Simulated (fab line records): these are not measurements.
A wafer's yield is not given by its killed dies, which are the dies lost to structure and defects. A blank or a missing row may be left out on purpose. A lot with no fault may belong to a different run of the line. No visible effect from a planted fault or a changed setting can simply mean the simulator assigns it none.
Struck lot and sound lot, side by side || flow rit_cmos || 14 steps out of a route of 202
Sound: wafers L963.3, L963.4, L963.6. Wafers struck: L964.1, L964.2, L964.5. At the end, the cause is stated.
Each step with rows lists, per side, the tool, then ch with its chambers, then its first start. Under that, the readings that differ: sound wafers || struck wafers || difference of the means || sigmas: that difference in standard deviations of wafers without a fault.
alike: words and numbers the same on both sides, and readings whose means are apart by under 2 such deviations; not compared: readings that were withheld, readings missing a value for some wafer, numbers with overlapping values and no deviation given by the record, and bounds like >300 which may hide the same value.
The two part at a step that has a row with sigmas, a row that says differs or no value, or rows on one side only. When numbers do not overlap yet have no deviation, they are printed without sigmas and do not part them. Lack of a reading on every wafer of one side parts them only where that side has two or more wafers.

first, 4 steps without rows for these wafers: RIT_ACTIVE_SOFTBAKE_07 (time 60 s); RIT_ACTIVE_EXPOSE_08 (exposes mask M1, target cd 1400 nm); RIT_ACTIVE_PEB_09; RIT_ACTIVE_DEVELOP_10 (develop time 50 s).
RIT_ACTIVE_CD_MEAS_11: the cd target is 1400 nm.
  sound: cd_sem-02 at day 3 02:19; struck: cd_sem-02 at day 3 06:34
  alike: cd_nm
then, 1 step without rows for these wafers: RIT_ACTIVE_HARDBAKE_12 (time 60 s).
RIT_ACTIVE_ETCH_13: etches Si3N4 in SF6, stops on SiO2, time 210 s, target depth 210 nm.
  sound on rie_diel-04 ch 0,1,3, day 3 02:32; struck on rie_diel-04 ch 1,3, day 3 06:50
  alike: chamber_pressure_mTorr, drypump_motor_current_A, oes_product_au, throttle_valve_pct
  not compared: rf_hours_counter_h
RIT_ACTIVE_STRIP_14: strips in O2, time 180 s.
  sound on plasma_asher-03 ch 0,1, day 3 02:44; struck on plasma_asher-02 ch 0,1, day 3 06:58
  alike: chamber_pressure_mTorr, drypump_motor_current_A, rf_refl_power_W
  not compared: rf_hours_counter_h
RIT_ACTIVE_CD_MEAS_90: the cd target is 1400 nm.
  sound: cd_sem-01 at day 3 02:53; struck: cd_sem-02 at day 3 07:08
  alike: cd_nm
then, 3 steps without rows for these wafers: RIT_ACTIVE_CLEAN_15 (cleans in SC1, time 600 s); RIT_ACTIVE_CLEAN_16 (cleans in dHF, time 30 s); RIT_ACTIVE_CLEAN_17 (cleans in SC2, time 600 s).
RIT_FOX1_OXIDATION_00: target thk 350.7 nm, ox time 1130 s.
  sound on furnace-04 ch 0, day 3 03:20; struck on furnace-01, day 3 09:44
  no value came back on the struck wafers for ox_temp_c (C), ox_temp_c_max; on the sound wafers ox_temp_c (C) reads 1100.5 1100.5 1099.9
{"reading": "model.Si3N4_of_ACTIVE_CVD_03.thk_nm (nm)", "sound": "140.4 141.1 141.9", "struck": "152.3 153.9 153.4", "difference": "+12.1", "sigmas": ""}
RIT_FOX1_WET_ETCH_02: etches SiO2 in BOE, target depth 350 nm, time 390 s.
  sound on wet_bench-01 ch 1, day 3 04:43; struck on wet_bench-04 ch 3, day 3 11:07
{"reading": "model.Si3N4_of_ACTIVE_CVD_03.thk_nm (nm)", "sound": "135.7 136.3 137.1", "struck": "147.4 149 148.6", "difference": "+12.0", "sigmas": ""}

== WHERE THEY PART ==
At RIT_FOX1_OXIDATION_00 and nowhere else, as far as this record goes.

WHY: the cause the simulator had injected
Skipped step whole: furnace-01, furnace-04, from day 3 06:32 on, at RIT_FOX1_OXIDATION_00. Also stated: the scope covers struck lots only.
